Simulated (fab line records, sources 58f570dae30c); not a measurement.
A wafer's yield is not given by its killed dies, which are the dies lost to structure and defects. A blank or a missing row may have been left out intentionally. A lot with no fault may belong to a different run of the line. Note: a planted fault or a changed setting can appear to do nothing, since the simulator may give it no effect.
Comparing a struck lot with a sound one	flow berkeley_cmos170	14 steps out of a route of 331
Sound: these wafers, L257.1, L257.2, L257.6. The struck wafers were L259.1, L259.2, L259.4. Last of all comes the cause.
For every step that has rows: the tool of each side, followed by ch and its chambers, followed by its first start. Under that, the readings that differ: sound wafers	struck wafers	difference of the means	sigmas: that difference in standard deviations of wafers without a fault.
alike: same words and numbers on both sides, and readings whose means sit less than 2 such deviations apart. not compared: any withheld reading, any reading some wafer has no value for, any bound like >300 that may hide the same value, and any number with overlapping values for which the record gives no deviation.
Wherever a step has rows on one side only, a row that says differs or no value, or a row with sigmas, the two part there. Non-overlapping numbers with no deviation appear without sigmas and do not part them. A reading that every wafer of one side lacks parts them only if that side has two wafers or more.

first, 1 step without rows for these wafers: UCB170_GATE_CVD_04 (deposits poly-Si from SiH4, time 1440 s, target thk 214 nm).
UCB170_GATE_THK_MEAS_05:
  sound on film_metro-04 at day 7 05:29; struck on film_metro-02 at day 7 15:14
  alike: GATE_POLY_THK
then, 6 steps without rows for these wafers: UCB170_GATE_COAT_06; UCB170_GATE_COAT_07 (resist thk 900 nm); UCB170_GATE_SOFTBAKE_08 (time 60 s); UCB170_GATE_EXPOSE_09 (exposes mask POLY, target cd 350 nm); UCB170_GATE_PEB_10; UCB170_GATE_DEVELOP_11 (develop time 45 s).
UCB170_GATE_CD_MEAS_12: the cd target is 350 nm.
  sound on cd_sem-01 at day 7 06:37; struck on cd_sem-01 at day 7 16:58
  alike: cd_nm
UCB170_GATE_OVL_MEAS_13:
  sound on overlay-01 at day 7 06:44; struck on overlay-02 at day 7 17:05
  alike: GATE_OVL
UCB170_GATE_ETCH_14: etches BARC in N2/H2.
  sound on rie_diel-01 ch 0,1,2, day 7 06:47; struck on rie_diel-02 ch 1,2,3, day 7 17:07
  alike: drypump_motor_current_A, oes_product_au, throttle_valve_pct
UCB170_GATE_ETCH_15: etches poly-Si in HBr/Cl2, stops on SiO2, time 56.3 s, target depth 278.2 nm.
  sound on rie_si-01 ch 1,3, day 7 06:49; struck on rie_si-01 ch 0,1,3, day 7 17:10
  alike: drypump_motor_current_A, oes_product_au, throttle_valve_pct
  not compared: rf_hours_counter_h
UCB170_GATE_STRIP_16: strips in O2.
  sound on plasma_asher-03 ch 0,1, day 7 06:52; struck on plasma_asher-04 ch 0,1, day 7 17:13
  no value came back on the struck wafers for chamber_pressure_mTorr (mTorr), drypump_motor_current_A (A), oes_product_au (a.u.); on the sound wafers chamber_pressure_mTorr (mTorr) reads 3502 3495 3502
reading	sound	struck	difference	sigmas
model.KrF_of_GATE_COAT_07.thk_nm (nm)	0 0 0	780.6 780.6 779	+780.1	
  not compared: rf_hours_counter_h
UCB170_GATE_CD_MEAS_90: the cd target is 350 nm.
  sound on cd_sem-02 at day 7 06:58; struck on cd_sem-01 at day 7 17:19
  alike: cd_nm

## WHERE THEY PART
Only at UCB170_GATE_STRIP_16, within this record. Later steps at which nothing parts them and some readings are alike: UCB170_GATE_CD_MEAS_90.

WHY: the cause the simulator had injected
Step skipped in full: plasma_asher-04, at UCB170_GATE_STRIP_16, from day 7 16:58 onward. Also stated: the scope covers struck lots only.
